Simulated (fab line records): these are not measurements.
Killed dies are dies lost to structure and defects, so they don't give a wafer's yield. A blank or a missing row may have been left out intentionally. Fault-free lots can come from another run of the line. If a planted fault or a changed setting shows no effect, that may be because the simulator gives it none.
Struck lot and sound lot, side by side ; flow rit_cmos ; 15 steps out of a route of 202
Sound: these wafers, L516.1, L516.2, L516.3. Wafers L524.1, L524.2, L524.4 were the ones struck. At the end, the cause is stated.
For every step that has rows: the tool of each side, followed by ch and its chambers, followed by its first start. Under that, the readings that differ: sound wafers ; struck wafers ; difference of the means ; sigmas: that difference in standard deviations of wafers without a fault.
alike: words and numbers the same on both sides, and readings whose means are apart by under 2 such deviations; not compared: readings that were withheld, readings missing a value for some wafer, numbers with overlapping values and no deviation given by the record, and bounds like >300 which may hide the same value.
A row with sigmas, a row that says differs or no value, or rows on one side alone: a step with any of these is where the two part. Numbers that don't overlap but have no deviation are shown without sigmas and don't part them. Lack of a reading on every wafer of one side parts them only where that side has two or more wafers.

RIT_PLDD_TW_MEAS_10:
  struck on film_metro-04, day 5 01:53; sound on film_metro-01, day 3 15:38
  alike: PLDD_TW
then, 4 steps without rows for these wafers: RIT_SPACER_CLEAN_00 (cleans in SC1, time 600 s); RIT_SPACER_CLEAN_01 (cleans in dHF, time 30 s); RIT_SPACER_CLEAN_02 (cleans in SC2, time 600 s); RIT_SPACER_CVD_03 (deposits Si3N4 from SiH2Cl2/NH3, target thk 250 nm, time 3300 s).
RIT_SPACER_THK_MEAS_04:
  struck on film_metro-02, day 5 04:14; sound on film_metro-02, day 3 17:58
  alike: SPACER_NITRIDE_THK
RIT_SPACER_ETCHBACK_05: etches Si3N4 in SF6/CHF3, stops on SiO2, target depth 250 nm, time 240 s.
  sound on rie_diel-02 ch 0,1,3, day 3 18:02; struck on rie_diel-01 ch 0,2,3, day 5 04:17
  alike: drypump_motor_current_A, oes_product_au, throttle_valve_pct
  not compared: rf_hours_counter_h
then, 5 steps without rows for these wafers: RIT_NSD_HMDS_00 (prime time 60 s); RIT_NSD_COAT_01 (resist thk 1000 nm); RIT_NSD_SOFTBAKE_02 (time 60 s); RIT_NSD_EXPOSE_03 (exposes mask M9, target cd 40700 nm); RIT_NSD_PEB_04.
RIT_NSD_DEVELOP_05: develop time 50 s.
  sound on litho_track-04 ch 0, day 3 18:00; struck on litho_track-03 ch 0, day 5 05:00
reading;sound;struck;difference;sigmas
developer_temp_C (C);22.85 22.94 22.98;23.87 23.87 23.91;+0.96;+10
  alike: chill_plate_temp_C
RIT_NSD_OVL_MEAS_06:
  struck on overlay-02, day 5 05:17; sound on overlay-01, day 3 19:02
  alike: NSD_OVL
RIT_M1_PROBE_99:
  struck on prober-01, day 5 15:27; sound on prober-01, day 4 04:59
  alike: killed_at_contacts, killed_at_front_end, killed_dies, killed_open, killed_short

== WHERE THEY PART ==
Only at RIT_NSD_DEVELOP_05, as far as this record shows. Later steps at which nothing parts them and some readings are alike: RIT_NSD_OVL_MEAS_06, RIT_M1_PROBE_99.

WHY: what the simulator had put in
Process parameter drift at RIT_NSD_DEVELOP_05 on litho_track-03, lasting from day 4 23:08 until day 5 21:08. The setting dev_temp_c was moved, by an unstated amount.
